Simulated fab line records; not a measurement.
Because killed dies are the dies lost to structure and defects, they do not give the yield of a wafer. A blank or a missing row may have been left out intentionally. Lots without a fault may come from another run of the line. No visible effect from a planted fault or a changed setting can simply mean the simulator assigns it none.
Check for tools in common ; flow berkeley cmos170 ; Sampled: 14 lots, 48 wafers

THE REASON FOR OPENING IT
Of 14 lots, 2 have the reading PLDD_TW flagged at UCB170_PLDD_TW_MEAS_11. Fault-free wafers read 1011, with a standard deviation of 5.3.
Rule: a lot is flagged when every wafer of it that has a number lies more than 4 standard deviations from that mean, or none has a number. As for the other lots, they are considered sound.

lot;measured;on;PLDD_TW, wafer by wafer;flag
L633;day 7 04:59;film metro-04;1012 1006 1007;
L634;day 7 23:44;film metro-02;1004 1012 1007;
L635;day 8 00:01;film metro-04;1007 1016 1011;
L636;day 8 00:28;film metro-02;1005 1003 1007;
L639;day 9 08:47;film metro-02;1013 1007 1015;
L641;day 9 09:17;film metro-04;1021 1015 1012;
L645;day 10 07:19;film metro-01;954 954 955 958 956 951;FLAGGED
L646;day 10 21:08;film metro-01;954 946 955 951 952 945;FLAGGED
L647;day 10 21:25;film metro-04;1007 1008 1008;
L648;day 11 10:06;film metro-01;1018 1018 1021;
L650;day 11 21:01;film metro-02;1006 1000 1004;
L653;day 12 08:10;film metro-02;1004 1002 1008;
L652;day 12 08:50;film metro-04;1010 1014 1013;
L655;day 12 16:25;film metro-02;1004 998 1007;
The mean of the flagged lots' numbers is 953, -58 from the usual (-11 standard deviations).

LOT BY LOT: THE TOOL USED
The record keeps 1 process step preceding the reading, out of 331 steps on the route. Each cell gives the tool, then ch followed by the chambers the sampled wafers passed through, then the start.
lot;flag;UCB170_PLDD_IMPLANT_09
L633;;implanter-01 ch 0, day 7 04:45
L634;;implanter-01 ch 0, day 7 23:30
L635;;implanter-02 ch 0, day 7 23:49
L636;;implanter-03 ch 0, day 8 00:13
L639;;implanter-03 ch 0, day 9 08:33
L641;;implanter-01 ch 0, day 9 09:02
L645;FLAGGED;implanter-03 ch 0, day 10 07:05
L646;FLAGGED;implanter-03 ch 0, day 10 20:53
L647;;implanter-01 ch 0, day 10 21:11
L648;;implanter-01 ch 0, day 11 09:54
L650;;implanter-01 ch 0, day 11 20:47
L653;;implanter-02 ch 0, day 12 07:56
L652;;implanter-02 ch 0, day 12 08:35
L655;;implanter-02 ch 0, day 12 16:10
These steps, and what they do:
- UCB170_PLDD_IMPLANT_09
- UCB170_PLDD_TW_MEAS_11

FLAGGED AGAINST TOTAL, ONE TOOL AT A TIME (gauges that did the reading follow at the end)
step;tool;lots run;flagged;share of the flagged lots;sound lots run after its first flagged lot
UCB170_PLDD_IMPLANT_09;implanter-01;6;0;none;-
UCB170_PLDD_IMPLANT_09;implanter-02;4;0;none;-
UCB170_PLDD_IMPLANT_09;implanter-03;4;2;all;0
UCB170_PLDD_TW_MEAS_11;film metro-01;3;2;all;1 (L648)
UCB170_PLDD_TW_MEAS_11;film metro-02;6;0;none;-
UCB170_PLDD_TW_MEAS_11;film metro-04;5;0;none;-

WHAT IS ALLOWED BY THE TABLE
In 2 table rows, all flagged lots were run: implanter-03 (UCB170_PLDD_IMPLANT_09), film metro-01 (UCB170_PLDD_TW_MEAS_11).
- implanter-03 at UCB170_PLDD_IMPLANT_09 ran 4 lots, 2 of them flagged. It ran its last sound lot, L639, at day 9 08:33 and its first flagged lot, L645, at day 10 07:05: a fault with its onset between the two fits. Its own readings (dose ions cm2, faraday current uA) fall more than 4 standard deviations out on all wafers of the flagged lots.
- film metro-01 at UCB170_PLDD_TW_MEAS_11 ran 3 lots, 2 of them flagged. Lots that were sound ran on it after the first flagged one (L648); a persistent fault on the entire tool would not allow that.
Left over: one tool, implanter-03 at UCB170_PLDD_IMPLANT_09.

WHAT HAD BEEN PUT IN BY THE SIMULATOR
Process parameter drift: implanter-03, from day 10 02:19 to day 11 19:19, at UCB170_PLDD_IMPLANT_09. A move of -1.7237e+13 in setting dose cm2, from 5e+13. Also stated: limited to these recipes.
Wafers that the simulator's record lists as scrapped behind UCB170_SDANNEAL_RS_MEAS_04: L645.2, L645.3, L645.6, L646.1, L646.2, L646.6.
Lots struck among those shown: L645, L646. Same finding as the rule above.
